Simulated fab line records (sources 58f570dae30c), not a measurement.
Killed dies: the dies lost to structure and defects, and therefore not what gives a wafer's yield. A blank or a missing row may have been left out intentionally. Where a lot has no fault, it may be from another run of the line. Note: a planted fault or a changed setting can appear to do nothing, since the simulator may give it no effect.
One fault seen from 2 desks	flow berkeley_cmos170	every desk sees just its own numbers, and what lay behind them comes last

## METROLOGY DESK
What the gauges read, lot by lot, whatever tool the lot ran on: means of the sampled wafers that have a number. A lot is out of limits, marked OUT, if its mean lies more than 4 standard deviations from the usual mean; the brackets give that distance.
Columns: A = cd_nm at UCB170_V2_CD_MEAS_12, usual 700.2 nm; B = V2_OVL at UCB170_V2_OVL_MEAS_13, usual 1 nm; C = cd_nm at UCB170_V2_CD_MEAS_90, usual 700.1 nm; D = M3_AL_RS at UCB170_M3_RS_MEAS_02, usual 0.0321 ohm/sq; E = M3_AL_THK at UCB170_M3_THK_MEAS_03, usual 911 nm; F = cd_nm at UCB170_M3_CD_MEAS_15, usual 699.8 nm; G = M3_OVL at UCB170_M3_OVL_MEAS_16, usual 5 nm
lot	first seen here	A	B	C	D	E	F	G
L892	day 7 21:36	701.5	-0	700.8	0.0315	921	701.0	4
L891	day 7 22:02	699.0	-6	698.9	0.0327	893	699.1	7
L901	day 9 22:37	700.8	-5	700.5	0.0415 (+22) OUT	786 (-10) OUT	699.6	4
L902	day 10 03:22	699.5	-6	699.1	0.0365 (+10) OUT	852 (-4.9) OUT	701.9	4
L904	day 10 14:19	700.3	7	699.8	0.0320	913	703.1	6
L912	day 12 03:07	701.6	0	700.4	0.0319	917	700.0	-2
This desk's finding: out of limits on L901, L902; first on L901, day 9 23:20 (M3_AL_RS at UCB170_M3_RS_MEAS_02). In limits: L892, L891, L904, L912.

## AT THE TOOL OWNER'S DESK: pvd_sputter-01
The tool's own readings at UCB170_M3_SPUTTER_01 (material Al, target thk 900 nm, time 120 s): means of the sampled wafers that have a number, for each lot that ran on this tool. A lot is out of limits, marked OUT, if its mean lies more than 4 standard deviations from the usual mean; the brackets give that distance.
Columns: A = throttle_valve_pct at UCB170_M3_SPUTTER_01, usual 30.3 %
lot	first seen here	A
L891	day 7 22:39	29.3
L901	day 9 23:13	30.2
L902	day 10 03:58	29.8
This desk's finding: nothing out of limits on any of the 3 lots.

## PUT TOGETHER
On L901, L902, the metrology desk was in a position to raise an alarm at day 9 23:20.
The tool owner's desk saw nothing out of limits.
Tool owner's desk: L901, L902 on record, inside its limits.
Of the lots named, all ran UCB170_M3_SPUTTER_01 on pvd_sputter-01.

## WHAT THE SIMULATOR PUT IN
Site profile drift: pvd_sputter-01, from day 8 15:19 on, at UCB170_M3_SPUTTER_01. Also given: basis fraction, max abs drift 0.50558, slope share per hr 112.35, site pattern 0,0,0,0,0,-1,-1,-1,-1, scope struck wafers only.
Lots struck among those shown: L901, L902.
Time in hours between the start of the fault and the first out-of-limits reading at each desk: metrology desk, 32.
